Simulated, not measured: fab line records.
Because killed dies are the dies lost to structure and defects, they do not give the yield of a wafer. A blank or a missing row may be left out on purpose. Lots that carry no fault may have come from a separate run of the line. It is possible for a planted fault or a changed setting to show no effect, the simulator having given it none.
Chamber matching / flow berkeley-cmos170 / UCB170_V2_ETCH_14 on rie-diel-03 has 4 sister chambers
The step etches SiO2 in CHF3/CF4/Ar, stops on Al, target depth 1250 nm, time 291 s. 20 wafers are shown with their chamber, then 10 later ones without.

WAFERS PAIRED WITH THEIR CHAMBERS
wafer=L232.1; chamber=1; drypump-motor-current-A (A)=4.7; throttle-valve-pct (%)=7.08; oes-product-au (a.u.)=0.860
wafer=L232.2; chamber=2; drypump-motor-current-A (A)=5.7; throttle-valve-pct (%)=6.99; oes-product-au (a.u.)=0.863
wafer=L232.4; chamber=0; drypump-motor-current-A (A)=5.5; throttle-valve-pct (%)=6.92; oes-product-au (a.u.)=0.899
wafer=L231.1; chamber=3; drypump-motor-current-A (A)=6.2; throttle-valve-pct (%)=6.89; oes-product-au (a.u.)=0.867
wafer=L231.2; chamber=1; drypump-motor-current-A (A)=4.7; throttle-valve-pct (%)=7.05; oes-product-au (a.u.)=0.858
wafer=L231.6; chamber=3; drypump-motor-current-A (A)=6.2; throttle-valve-pct (%)=6.89; oes-product-au (a.u.)=0.869
wafer=L234.4; chamber=1; drypump-motor-current-A (A)=4.7; throttle-valve-pct (%)=7.07; oes-product-au (a.u.)=0.859
wafer=L234.5; chamber=1; drypump-motor-current-A (A)=4.7; throttle-valve-pct (%)=7.07; oes-product-au (a.u.)=0.860
wafer=L234.6; chamber=2; drypump-motor-current-A (A)=5.7; throttle-valve-pct (%)=7.00; oes-product-au (a.u.)=0.872
wafer=L238.4; chamber=0; drypump-motor-current-A (A)=5.5; throttle-valve-pct (%)=6.92; oes-product-au (a.u.)=0.894
wafer=L238.5; chamber=2; drypump-motor-current-A (A)=5.7; throttle-valve-pct (%)=6.99; oes-product-au (a.u.)=0.876
wafer=L238.6; chamber=1; drypump-motor-current-A (A)=4.7; throttle-valve-pct (%)=7.07; oes-product-au (a.u.)=0.860
wafer=L237.1; chamber=1; drypump-motor-current-A (A)=4.7; throttle-valve-pct (%)=7.07; oes-product-au (a.u.)=0.867
wafer=L237.3; chamber=0; drypump-motor-current-A (A)=5.5; throttle-valve-pct (%)=6.92; oes-product-au (a.u.)=0.896
wafer=L237.6; chamber=0; drypump-motor-current-A (A)=5.5; throttle-valve-pct (%)=6.92; oes-product-au (a.u.)=0.887
wafer=L240.1; chamber=2; drypump-motor-current-A (A)=5.8; throttle-valve-pct (%)=7.00; oes-product-au (a.u.)=0.863
wafer=L242.3; chamber=1; drypump-motor-current-A (A)=4.7; throttle-valve-pct (%)=7.07; oes-product-au (a.u.)=0.861
wafer=L242.4; chamber=1; drypump-motor-current-A (A)=4.7; throttle-valve-pct (%)=7.06; oes-product-au (a.u.)=0.868
wafer=L246.1; chamber=3; drypump-motor-current-A (A)=6.2; throttle-valve-pct (%)=6.90; oes-product-au (a.u.)=0.868
wafer=L246.2; chamber=1; drypump-motor-current-A (A)=4.7; throttle-valve-pct (%)=7.07; oes-product-au (a.u.)=0.866

SIGNATURES (averages over the wafers above)
reading=drypump-motor-current-A; chamber 0=5.500; chamber 1=4.700; chamber 2=5.725; chamber 3=6.200; scatter within a chamber=0.0217
reading=throttle-valve-pct; chamber 0=6.9200; chamber 1=7.0678; chamber 2=6.9950; chamber 3=6.8933; scatter within a chamber=0.00672
reading=oes-product-au; chamber 0=0.89400; chamber 1=0.86211; chamber 2=0.86850; chamber 3=0.86800; scatter within a chamber=0.0045
Rule: a wafer lies at a distance from a chamber equal to the root of the sum of squares, over the readings, of (its reading less the chamber's mean, divided by the reading's scatter). If the next closest chamber is less than 2 further off than the closest, the wafer can't be placed; otherwise it belongs to the closest. The scatter is the square root of a quotient: the sum, over the shown wafers, of each reading's squared deviation from its chamber's mean, divided by wafers minus chambers.

WAFERS WITHOUT THEIR CHAMBER
wafer=L246.6; drypump-motor-current-A (A)=5.7; throttle-valve-pct (%)=7.00; oes-product-au (a.u.)=0.871
wafer=L245.1; drypump-motor-current-A (A)=4.7; throttle-valve-pct (%)=7.07; oes-product-au (a.u.)=0.861
wafer=L245.3; drypump-motor-current-A (A)=5.5; throttle-valve-pct (%)=6.90; oes-product-au (a.u.)=0.847
wafer=L245.5; drypump-motor-current-A (A)=5.7; throttle-valve-pct (%)=7.00; oes-product-au (a.u.)=0.870
wafer=L252.3; drypump-motor-current-A (A)=5.5; throttle-valve-pct (%)=6.93; oes-product-au (a.u.)=0.850
wafer=L252.5; drypump-motor-current-A (A)=5.7; throttle-valve-pct (%)=6.99; oes-product-au (a.u.)=0.868
wafer=L252.6; drypump-motor-current-A (A)=6.2; throttle-valve-pct (%)=6.86; oes-product-au (a.u.)=0.873
wafer=L251.3; drypump-motor-current-A (A)=4.7; throttle-valve-pct (%)=7.06; oes-product-au (a.u.)=0.868
wafer=L251.5; drypump-motor-current-A (A)=5.5; throttle-valve-pct (%)=6.93; oes-product-au (a.u.)=0.854
wafer=L251.6; drypump-motor-current-A (A)=6.2; throttle-valve-pct (%)=6.89; oes-product-au (a.u.)=0.862

WHICH CHAMBER EACH ONE RAN IN
wafer=L246.6; from the rows above=2; in truth=2
wafer=L245.1; from the rows above=1; in truth=1
wafer=L245.3; from the rows above=0; in truth=0
wafer=L245.5; from the rows above=2; in truth=2
wafer=L252.3; from the rows above=0; in truth=0
wafer=L252.5; from the rows above=2; in truth=2
wafer=L252.6; from the rows above=3; in truth=3
wafer=L251.3; from the rows above=1; in truth=1
wafer=L251.5; from the rows above=0; in truth=0
wafer=L251.6; from the rows above=3; in truth=3
Placed correctly: 10 of 10. Left unplaced by these rows: 0. Number placed wrongly: 0.
